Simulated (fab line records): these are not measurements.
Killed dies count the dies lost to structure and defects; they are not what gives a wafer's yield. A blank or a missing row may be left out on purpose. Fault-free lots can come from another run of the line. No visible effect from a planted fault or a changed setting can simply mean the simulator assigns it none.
Lot-split experiment / flow rit_cmos / 23 wafers read from 5 lots, route of 202 steps

## THE SPLIT ITSELF
At RIT_NLDD_IMPLANT_08, the setting energy_kev was moved away from the recipe's 20 on 7 of the 23 wafers read, by -4.5% to +5.4%. For the rest of the wafers, this setting stayed at what the recipe calls for.

Reading taken at the split's own step.

## THE READING
implant.drp_nm (the simulator's own value, which no gauge read), in nm, at RIT_NLDD_IMPLANT_08. No usual value for it is given in the file.

wafer=L074.1; tool, chamber at the split=implanter-03, 0; energy_kev as run=20; against the recipe=recipe; implant.drp_nm, nm=12.97; against lot-mates on the recipe=-
wafer=L074.3; tool, chamber at the split=implanter-03, 0; energy_kev as run=20; against the recipe=recipe; implant.drp_nm, nm=12.97; against lot-mates on the recipe=-
wafer=L074.4; tool, chamber at the split=implanter-03, 0; energy_kev as run=20; against the recipe=recipe; implant.drp_nm, nm=12.97; against lot-mates on the recipe=-
wafer=L074.5; tool, chamber at the split=implanter-03, 0; energy_kev as run=20; against the recipe=recipe; implant.drp_nm, nm=12.97; against lot-mates on the recipe=-
wafer=L074.6; tool, chamber at the split=implanter-03, 0; energy_kev as run=20; against the recipe=recipe; implant.drp_nm, nm=12.97; against lot-mates on the recipe=-
wafer=L075.1; tool, chamber at the split=implanter-01, 0; energy_kev as run=20.32; against the recipe=+1.6%; implant.drp_nm, nm=13.09; against lot-mates on the recipe=+0.12
wafer=L075.2; tool, chamber at the split=implanter-01, 0; energy_kev as run=20.32; against the recipe=+1.6%; implant.drp_nm, nm=13.09; against lot-mates on the recipe=+0.12
wafer=L075.3; tool, chamber at the split=implanter-01, 0; energy_kev as run=20; against the recipe=recipe; implant.drp_nm, nm=12.97; against lot-mates on the recipe=-
wafer=L075.4; tool, chamber at the split=implanter-01, 0; energy_kev as run=20; against the recipe=recipe; implant.drp_nm, nm=12.97; against lot-mates on the recipe=-
wafer=L075.6; tool, chamber at the split=implanter-01, 0; energy_kev as run=20; against the recipe=recipe; implant.drp_nm, nm=12.97; against lot-mates on the recipe=-
wafer=L077.1; tool, chamber at the split=implanter-04, 0; energy_kev as run=21.08; against the recipe=+5.4%; implant.drp_nm, nm=13.39; against lot-mates on the recipe=+0.42
wafer=L077.5; tool, chamber at the split=implanter-04, 0; energy_kev as run=21.08; against the recipe=+5.4%; implant.drp_nm, nm=13.39; against lot-mates on the recipe=+0.42
wafer=L077.2; tool, chamber at the split=implanter-04, 0; energy_kev as run=20; against the recipe=recipe; implant.drp_nm, nm=12.97; against lot-mates on the recipe=-
wafer=L077.3; tool, chamber at the split=implanter-04, 0; energy_kev as run=20; against the recipe=recipe; implant.drp_nm, nm=12.97; against lot-mates on the recipe=-
wafer=L077.4; tool, chamber at the split=implanter-04, 0; energy_kev as run=20; against the recipe=recipe; implant.drp_nm, nm=12.97; against lot-mates on the recipe=-
wafer=L080.1; tool, chamber at the split=implanter-03, 0; energy_kev as run=20; against the recipe=recipe; implant.drp_nm, nm=12.97; against lot-mates on the recipe=-
wafer=L080.4; tool, chamber at the split=implanter-03, 0; energy_kev as run=20; against the recipe=recipe; implant.drp_nm, nm=12.97; against lot-mates on the recipe=-
wafer=L080.6; tool, chamber at the split=implanter-03, 0; energy_kev as run=20; against the recipe=recipe; implant.drp_nm, nm=12.97; against lot-mates on the recipe=-
wafer=L082.1; tool, chamber at the split=implanter-01, 0; energy_kev as run=19.1; against the recipe=-4.5%; implant.drp_nm, nm=12.61; against lot-mates on the recipe=-0.36
wafer=L082.4; tool, chamber at the split=implanter-01, 0; energy_kev as run=19.1; against the recipe=-4.5%; implant.drp_nm, nm=12.61; against lot-mates on the recipe=-0.36
wafer=L082.5; tool, chamber at the split=implanter-01, 0; energy_kev as run=19.1; against the recipe=-4.5%; implant.drp_nm, nm=12.61; against lot-mates on the recipe=-0.36
wafer=L082.2; tool, chamber at the split=implanter-01, 0; energy_kev as run=20; against the recipe=recipe; implant.drp_nm, nm=12.97; against lot-mates on the recipe=-
wafer=L082.3; tool, chamber at the split=implanter-01, 0; energy_kev as run=20; against the recipe=recipe; implant.drp_nm, nm=12.97; against lot-mates on the recipe=-

FIT RESULTS
A straight line over all 23 wafers: implant.drp_nm changes by +0.0788 nm for each +1% of energy_kev; r = +1.00; the points scatter about the line by 0.0027 nm.
The same after taking each lot's own level away (the mean of its wafers on the recipe; 23 wafers): +0.0788 nm for each +1%; r = +1.00; scatter 0.0027 nm.
According to that fit, moving energy_kev by its largest amount changes the reading by 0.43 nm.
The lots' own levels span 12.970 to 12.970 nm.
So the lot-to-lot level changes the slope little: the two slopes agree.
Check: +0.425 nm against its lot-mates is what the line predicts for one of the wafers moved furthest among these (+5.4%) when that wafer is left out of the fit. It came out at +0.42 nm against them.

## ADDITIONAL SPLITS CARRIED BY THESE WAFERS
Before the reading, these wafers also passed through other splits. Each is held against what the fit with the lots' levels taken away leaves over:
other split on the same wafers=RIT_ACTIVE_EXPOSE_08 dose_mj; wafers away from the commonest value=9; r with implant.drp_nm (lot level and that fit taken away)=-0.26
other split on the same wafers=RIT_NWELL_IMPLANT_08 dose_cm2; wafers away from the commonest value=8; r with implant.drp_nm (lot level and that fit taken away)=+0.18
other split on the same wafers=RIT_PWELL_SOFTBAKE_02 temp_c; wafers away from the commonest value=8; r with implant.drp_nm (lot level and that fit taken away)=+0.08
other split on the same wafers=RIT_PWELL_IMPLANT_08 dose_cm2; wafers away from the commonest value=8; r with implant.drp_nm (lot level and that fit taken away)=+0.25
other split on the same wafers=RIT_NRETRO_SOFTBAKE_02 temp_c; wafers away from the commonest value=12; r with implant.drp_nm (lot level and that fit taken away)=+0.15
other split on the same wafers=RIT_PRETRO_COAT_01 spin_rpm; wafers away from the commonest value=9; r with implant.drp_nm (lot level and that fit taken away)=-0.25
other split on the same wafers=RIT_GATE_CVD_08 sih4_flow_sccm; wafers away from the commonest value=18; r with implant.drp_nm (lot level and that fit taken away)=+0.25
other split on the same wafers=RIT_GATE_DEVELOP_15 dev_temp_c; wafers away from the commonest value=10; r with implant.drp_nm (lot level and that fit taken away)=+0.27

## THE WHOLE CHAIN: every reading that the file lists as answering this split, in the file's order
step=RIT_NLDD_IMPLANT_08; what it does=; reading=implant.rp_nm (the simulator's own value, which no gauge read); change (the file's fit)=+0.185 nm for each +1% of the setting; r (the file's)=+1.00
step=RIT_NLDD_IMPLANT_08; what it does=; reading=implant.drp_nm (the simulator's own value, which no gauge read); change (the file's fit)=+0.078 nm for each +1% of the setting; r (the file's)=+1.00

## THE FILE'S OWN FIT
implant.drp_nm changes by +0.078 nm for each +1% of energy_kev, r = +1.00.
